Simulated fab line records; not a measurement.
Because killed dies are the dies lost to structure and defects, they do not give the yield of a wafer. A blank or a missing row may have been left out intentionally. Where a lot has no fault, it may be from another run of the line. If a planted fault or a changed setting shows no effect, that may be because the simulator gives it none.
Which tool is to blame? :: flow rit cmos :: 6 lots, 18 wafers sampled, at 2 steps of a route of 202

## WHAT THE GAUGES SHOWED, per wafer
RIT_M1_CD_MEAS_09 targets a cd of 2600 nm.
lot: L789
measured: day 4 03:05
on: cd sem-01
cd nm (nm): 2603.0 2603.2 2603.1

lot: L791
measured: day 4 12:10
on: cd sem-02
cd nm (nm): 2600.3 2598.6 2600.0

lot: L794
measured: day 5 06:07
on: cd sem-02
cd nm (nm): 2753.3 2752.0 2753.3 2753.7 2752.0 2753.4

lot: L796
measured: day 5 11:32
on: cd sem-02
cd nm (nm): 2599.2 2600.5 2596.7

lot: L804
measured: day 7 00:50
on: cd sem-02
cd nm (nm): 2600.1 2603.4 2599.6

lot: L808
measured: day 7 19:53
on: cd sem-01
cd nm (nm): 2596.9 2598.0 2598.9

## EACH LOT AND THE TOOL THAT RAN IT (in order: tool; ch and the chambers of the sampled wafers; start)
lot: L789
RIT_M1_EXPOSE_06: iline stepper-01 ch 0, day 4 02:40

lot: L791
RIT_M1_EXPOSE_06: iline stepper-01 ch 0, day 4 11:44

lot: L794
RIT_M1_EXPOSE_06: iline stepper-02 ch 0, day 5 05:41

lot: L796
RIT_M1_EXPOSE_06: iline stepper-02 ch 0, day 5 11:07

lot: L804
RIT_M1_EXPOSE_06: iline stepper-01 ch 0, day 7 00:24

lot: L808
RIT_M1_EXPOSE_06: iline stepper-02 ch 0, day 7 19:28
- RIT_M1_EXPOSE_06: exposes mask M12, target cd 2600 nm.

## THE ANSWER, worked out from the rows above alone
Rule: the usual values come from the lots themselves. The widest of any qualifying gaps counts: lots, ordered by their means at a reading, are off when they make up no more than a third of the lots, leave a main group of 4 or more, and stand apart from it by 3 or more times the standard deviation of that group's means. A main group whose means are all the same, to the digits that the tables above print for the reading, isn't used. Also off: a lot with no number at a reading for which 4 or more lots have one. The other lots that the step has rows for count as sound.
Off, at RIT_M1_CD_MEAS_09 on cd nm: L794. The main group has a mean of 2600.1 nm with a standard deviation of 1.8.
If a tool, at a process step before that reading, ran all the lots that are off and no sound lot after the first of them, it fits. Those tools and the gauges at RIT_M1_CD_MEAS_09 are tried in the same way. Not one of the candidates tried fits.

## WHAT HAD BEEN PUT IN BY THE SIMULATOR
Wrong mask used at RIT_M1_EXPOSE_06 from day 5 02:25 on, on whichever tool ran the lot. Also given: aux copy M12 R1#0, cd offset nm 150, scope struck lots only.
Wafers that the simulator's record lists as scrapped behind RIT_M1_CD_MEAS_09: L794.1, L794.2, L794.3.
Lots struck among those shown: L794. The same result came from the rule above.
